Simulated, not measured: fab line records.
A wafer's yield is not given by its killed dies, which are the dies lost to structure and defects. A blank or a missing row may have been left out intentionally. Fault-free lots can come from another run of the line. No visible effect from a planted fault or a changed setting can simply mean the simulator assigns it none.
Check for tools in common || flow ritCmos || 14 lots, 42 wafers sampled

== THE REASON FOR OPENING IT ==
Of 14 lots, 2 have the reading PSD_RS flagged at RIT_SDANNEAL_RS_MEAS_04. No-fault wafers: 115.44 ohm/sq, standard deviation 0.29.
Rule: flag the lot when none of its wafers has a number, or when each of its wafers that has one lies beyond 4 standard deviations from that mean. The rest of the lots are taken to be sound.

{"lot": "L906", "measured": "day 3 12:43", "on": "filmMetro-01", "PSD_RS (ohm/sq), wafer by wafer": "116.04 115.94 115.44", "flag": ""}
{"lot": "L907", "measured": "day 3 18:17", "on": "filmMetro-02", "PSD_RS (ohm/sq), wafer by wafer": "115.55 115.43 115.20", "flag": ""}
{"lot": "L909", "measured": "day 4 00:53", "on": "filmMetro-02", "PSD_RS (ohm/sq), wafer by wafer": "115.37 115.53 115.19", "flag": ""}
{"lot": "L910", "measured": "day 4 07:25", "on": "filmMetro-02", "PSD_RS (ohm/sq), wafer by wafer": "115.61 115.73 115.54", "flag": ""}
{"lot": "L912", "measured": "day 5 02:09", "on": "filmMetro-04", "PSD_RS (ohm/sq), wafer by wafer": "115.28 115.57 115.83", "flag": ""}
{"lot": "L913", "measured": "day 5 02:23", "on": "filmMetro-01", "PSD_RS (ohm/sq), wafer by wafer": "115.71 115.45 115.67", "flag": ""}
{"lot": "L914", "measured": "day 5 07:01", "on": "filmMetro-04", "PSD_RS (ohm/sq), wafer by wafer": "115.34 115.10 115.23", "flag": ""}
{"lot": "L915", "measured": "day 5 14:20", "on": "filmMetro-02", "PSD_RS (ohm/sq), wafer by wafer": "115.47 114.97 115.32", "flag": ""}
{"lot": "L916", "measured": "day 6 01:44", "on": "filmMetro-01", "PSD_RS (ohm/sq), wafer by wafer": "115.27 115.59 115.51", "flag": ""}
{"lot": "L918", "measured": "day 6 14:13", "on": "filmMetro-02", "PSD_RS (ohm/sq), wafer by wafer": "143.68 143.54 144.07", "flag": "FLAGGED"}
{"lot": "L920", "measured": "day 7 01:07", "on": "filmMetro-02", "PSD_RS (ohm/sq), wafer by wafer": "143.80 143.80 144.05", "flag": "FLAGGED"}
{"lot": "L926", "measured": "day 7 23:17", "on": "filmMetro-02", "PSD_RS (ohm/sq), wafer by wafer": "115.86 115.47 115.72", "flag": ""}
{"lot": "L927", "measured": "day 8 02:13", "on": "filmMetro-02", "PSD_RS (ohm/sq), wafer by wafer": "115.34 115.25 115.36", "flag": ""}
{"lot": "L929", "measured": "day 8 06:34", "on": "filmMetro-01", "PSD_RS (ohm/sq), wafer by wafer": "115.77 116.03 115.47", "flag": ""}
On average the flagged lots' numbers are 143.82 ohm/sq, which is +28.38 ohm/sq against the usual, or +98 standard deviations.

== WHICH TOOL RAN EACH LOT ==
The record holds 1 process step before the reading, out of a route of 202 steps. Cell contents, in order: the tool; ch with the chambers the sampled wafers went through; the start.
{"lot": "L906", "flag": "", "RIT_SDANNEAL_RTA_03": "rtpAnneal-02 ch 0, day 3 12:36"}
{"lot": "L907", "flag": "", "RIT_SDANNEAL_RTA_03": "rtpAnneal-01 ch 0, day 3 18:14"}
{"lot": "L909", "flag": "", "RIT_SDANNEAL_RTA_03": "rtpAnneal-01 ch 0, day 4 00:49"}
{"lot": "L910", "flag": "", "RIT_SDANNEAL_RTA_03": "rtpAnneal-02 ch 0, day 4 07:21"}
{"lot": "L912", "flag": "", "RIT_SDANNEAL_RTA_03": "rtpAnneal-02 ch 0, day 5 02:05"}
{"lot": "L913", "flag": "", "RIT_SDANNEAL_RTA_03": "rtpAnneal-01 ch 0, day 5 02:20"}
{"lot": "L914", "flag": "", "RIT_SDANNEAL_RTA_03": "rtpAnneal-02 ch 0, day 5 06:57"}
{"lot": "L915", "flag": "", "RIT_SDANNEAL_RTA_03": "rtpAnneal-01 ch 0, day 5 14:16"}
{"lot": "L916", "flag": "", "RIT_SDANNEAL_RTA_03": "rtpAnneal-02 ch 0, day 6 01:40"}
{"lot": "L918", "flag": "FLAGGED", "RIT_SDANNEAL_RTA_03": "rtpAnneal-02 ch 0, day 6 14:09"}
{"lot": "L920", "flag": "FLAGGED", "RIT_SDANNEAL_RTA_03": "rtpAnneal-02 ch 0, day 7 01:02"}
{"lot": "L926", "flag": "", "RIT_SDANNEAL_RTA_03": "rtpAnneal-01 ch 0, day 7 23:14"}
{"lot": "L927", "flag": "", "RIT_SDANNEAL_RTA_03": "rtpAnneal-01 ch 0, day 8 02:09"}
{"lot": "L929", "flag": "", "RIT_SDANNEAL_RTA_03": "rtpAnneal-01 ch 0, day 8 06:29"}
What is done by these steps:
- RIT_SDANNEAL_RTA_03: time 5 s.
- RIT_SDANNEAL_RS_MEAS_04: measures by four-point-probe.

== FLAGGED OVER TOTAL, TOOL BY TOOL (the gauges that took the reading come last) ==
{"step": "RIT_SDANNEAL_RTA_03", "tool": "rtpAnneal-01", "lots run": 7, "flagged": 0, "share of the flagged lots": "none", "sound lots run after its first flagged lot": "-"}
{"step": "RIT_SDANNEAL_RTA_03", "tool": "rtpAnneal-02", "lots run": 7, "flagged": 2, "share of the flagged lots": "all", "sound lots run after its first flagged lot": 0}
{"step": "RIT_SDANNEAL_RS_MEAS_04", "tool": "filmMetro-01", "lots run": 4, "flagged": 0, "share of the flagged lots": "none", "sound lots run after its first flagged lot": "-"}
{"step": "RIT_SDANNEAL_RS_MEAS_04", "tool": "filmMetro-02", "lots run": 8, "flagged": 2, "share of the flagged lots": "all", "sound lots run after its first flagged lot": "2 (L926,L927)"}
{"step": "RIT_SDANNEAL_RS_MEAS_04", "tool": "filmMetro-04", "lots run": 2, "flagged": 0, "share of the flagged lots": "none", "sound lots run after its first flagged lot": "-"}

== WHAT IS ALLOWED BY THE TABLE ==
2 rows of the table ran every flagged lot: rtpAnneal-02 at RIT_SDANNEAL_RTA_03, filmMetro-02 at RIT_SDANNEAL_RS_MEAS_04.
- rtpAnneal-02 at RIT_SDANNEAL_RTA_03 ran 7 lots, 2 of them flagged. It ran its last sound lot, L916, at day 6 01:40 and its first flagged lot, L918, at day 6 14:09: a fault with its onset between the two fits. Its own readings (wafer_temp_C_max) fall more than 4 standard deviations out on all wafers of the flagged lots.
- filmMetro-02 at RIT_SDANNEAL_RS_MEAS_04 ran 8 lots, 2 of them flagged. Lots that were sound ran on it after the first flagged one (L926, L927); a persistent fault on the entire tool would not allow that.
Left over: one tool, rtpAnneal-02 at RIT_SDANNEAL_RTA_03.

== WHAT THE SIMULATOR PUT IN ==
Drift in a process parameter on rtpAnneal-02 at RIT_SDANNEAL_RTA_03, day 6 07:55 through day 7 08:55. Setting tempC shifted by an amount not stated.
Shown lots that were struck: L918, L920. The rule given above showed the same thing.
